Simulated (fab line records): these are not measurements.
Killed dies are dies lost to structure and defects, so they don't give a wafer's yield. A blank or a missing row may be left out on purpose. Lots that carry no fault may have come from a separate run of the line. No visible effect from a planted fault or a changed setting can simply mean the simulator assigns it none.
One fault seen from 2 desks -- flow rit-cmos -- only its own numbers are on each desk; what lay behind them is given at the end

## DESK OF THE TOOL OWNER: lpcvd-01
The tool's own readings at RIT_ACTIVE_CVD_03 (deposits Si3N4 from SiH2Cl2/NH3, target thk 150 nm, time 1500 s): means of the sampled wafers that have a number, for each lot that ran on this tool. Marked OUT: a lot whose mean sits more than 4 standard deviations from the usual mean, which makes it out of limits; the brackets give that distance.
Columns: A = spike-tc-centre-C at RIT_ACTIVE_CVD_03, usual 812.7 C; B = spike-tc-load-C at RIT_ACTIVE_CVD_03, usual 835 C; C = spike-tc-source-C at RIT_ACTIVE_CVD_03, usual 834.7 C; D = susceptor-temp-C at RIT_ACTIVE_CVD_03, usual 810.0 C
lot,first seen here,A,B,C,D
L191,day 1 22:13,811.4,836,831.9,809.9
L193,day 2 08:51,812.4,833,834.5,809.9
L195,day 2 19:29,810.8,838,831.7,809.8
L197,day 3 04:30,812.5,832,834.5,810.1
L198,day 3 11:00,813.4,832,833.4,810.5
L199,day 3 14:31,813.5,832,834.3,810.1
L201,day 4 01:10,866.9 (+39) OUT,887 (+16) OUT,888.5 (+24) OUT,863.1 (+99 or more) OUT
L202,day 4 06:53,866.1 (+38) OUT,887 (+16) OUT,888.8 (+25) OUT,863.1 (+99 or more) OUT
This desk's verdict: out of limits on L201, L202, starting with L201 at day 4 01:10 (spike-tc-centre-C at RIT_ACTIVE_CVD_03). L191, L193, L195, L197, L198, L199 stayed within limits.

## FROM THE METROLOGY DESK
Lot by lot, what the gauges showed, no matter which tool ran the lot: averages of those sampled wafers that carry a number. Marked OUT: a lot whose mean sits more than 4 standard deviations from the usual mean, which makes it out of limits; the brackets give that distance.
Columns: A = ACTIVE_NITRIDE_THK at RIT_ACTIVE_THK_MEAS_04, usual 149.9 nm
lot,first seen here,A
L191,day 1 23:38,152.4
L193,day 2 10:16,150.9
L195,day 2 20:55,149.0
L196,day 3 02:23,148.2
L197,day 3 05:56,149.2
L198,day 3 12:25,148.3
L199,day 3 15:56,150.1
L201,day 4 02:36,253.7 (+69) OUT
L202,day 4 08:18,252.0 (+68) OUT
L203,day 4 12:14,147.6
L206,day 5 03:27,148.1
L208,day 5 13:22,149.7
L209,day 5 18:14,148.8
L212,day 6 09:16,150.8
This desk's result: L201, L202 out of limits, first on L201 (ACTIVE_NITRIDE_THK at RIT_ACTIVE_THK_MEAS_04), day 4 02:36. L191, L193, L195, L196, L197, L198, L199, L203, L206, L208, L209, L212 stayed within limits.

## BROUGHT TOGETHER
An alarm could have come from the tool owner's desk at day 4 01:10, on L201, L202.
On L201, L202, the metrology desk was in a position to raise an alarm at day 4 02:36.
RIT_ACTIVE_CVD_03 was run on lpcvd-01 by each of the lots named.

## WHAT HAD BEEN PUT IN BY THE SIMULATOR
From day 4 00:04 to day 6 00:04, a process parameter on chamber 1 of lpcvd-01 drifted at RIT_ACTIVE_CVD_03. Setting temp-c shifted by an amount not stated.
Struck lots among those shown: L201, L202.
Fault start to first reading out of limits, in hours, per desk: tool owner, 1; metrology, 3.
